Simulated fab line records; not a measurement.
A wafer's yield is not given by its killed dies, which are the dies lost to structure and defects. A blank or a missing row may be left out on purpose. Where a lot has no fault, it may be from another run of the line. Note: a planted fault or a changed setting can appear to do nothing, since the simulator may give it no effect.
The tool behind it: which one? -- flow berkeley-cmos170 -- 10 lots with 30 wafers sampled at 4 steps, on a route of 331 steps

== WHAT EACH GAUGE READ, for each wafer ==
UCB170_V1_OVL_MEAS_13.
lot,measured,on,V1_OVL (nm)
L972,day 8 07:06,overlay-02,1 6 -11
L973,day 8 20:43,overlay-01,-3 6 9
L974,day 8 21:16,overlay-01,-3 0 7
L975,day 9 07:17,overlay-02,0 8 9
L976,day 9 08:47,overlay-02,-4 0 2
L977,day 9 15:58,overlay-01,-5 -4 -8
L978,day 10 01:18,overlay-01,-3 1 -2
L979,day 10 07:52,overlay-02,5 1 7
L981,day 10 04:10,overlay-02,2 7 1
L980,day 10 07:54,overlay-01,0 4 0

== WHICH TOOL RAN EACH LOT (tool, then ch and the chambers of the sampled wafers, then the start) ==
lot,UCB170_CONTACT_RTA_08,UCB170_CONTACT_ETCH_17,UCB170_M1_ANNEAL_14
L972,"rtp-anneal-02 ch 0, day 7 22:26","rie-diel-03 ch 0,2,3, day 7 23:29","furnace-03 ch 0, day 8 01:53"
L973,"rtp-anneal-02 ch 0, day 8 07:40","rie-diel-04 ch 0,1,2, day 8 09:04","furnace-03 ch 0, day 8 17:10"
L974,"rtp-anneal-01 ch 0, day 8 07:52","rie-diel-02 ch 1,2, day 8 09:48","furnace-03 ch 0, day 8 17:10"
L975,"rtp-anneal-02 ch 0, day 8 23:43","rie-diel-03 ch 0,2, day 9 01:05","furnace-03 ch 0, day 9 03:43"
L976,"rtp-anneal-01 ch 0, day 9 01:40","rie-diel-03 ch 0,2,3, day 9 03:11","furnace-03 ch 0, day 9 05:23"
L977,"rtp-anneal-02 ch 0, day 9 09:04","rie-diel-03 ch 1,2,3, day 9 10:15","furnace-03 ch 0, day 9 12:38"
L978,"rtp-anneal-01 ch 0, day 9 18:19","rie-diel-03 ch 1,2, day 9 19:31","furnace-03 ch 0, day 9 21:45"
L979,"rtp-anneal-01 ch 0, day 9 20:12","rie-diel-02 ch 1,2, day 9 21:40","furnace-03 ch 0, day 10 01:18"
L981,"rtp-anneal-02 ch 0, day 9 20:12","rie-diel-03 ch 0,2,3, day 9 21:26","furnace-03 ch 0, day 9 23:58"
L980,"rtp-anneal-02 ch 0, day 9 21:59","rie-diel-04 ch 0,1, day 9 23:01","furnace-03 ch 0, day 10 02:38"
- UCB170_CONTACT_RTA_08: time 9.507 s.
- UCB170_CONTACT_ETCH_17: etches BARC in N2/H2.
- UCB170_M1_ANNEAL_14: time 1200 s.

== THE ANSWER, worked out from the rows above alone ==
Rule: usual is defined by the lots themselves. Put in order of their means at a reading, lots are off if they are a third of the lots or fewer, leave a main group of 4 or more, and stand apart from it by a gap of 3 or more times the standard deviation of the main group's means; of several such gaps the widest counts. The tables above print the reading to a certain number of digits; a main group whose means all agree to those digits is not used. A lot without any number at a reading at which 4 lots or more have one is off too. The other lots that the step has rows for count as sound.
No lot is off at any reading shown: from this, nothing can be told.

== WHAT THE SIMULATOR HAD INSERTED ==
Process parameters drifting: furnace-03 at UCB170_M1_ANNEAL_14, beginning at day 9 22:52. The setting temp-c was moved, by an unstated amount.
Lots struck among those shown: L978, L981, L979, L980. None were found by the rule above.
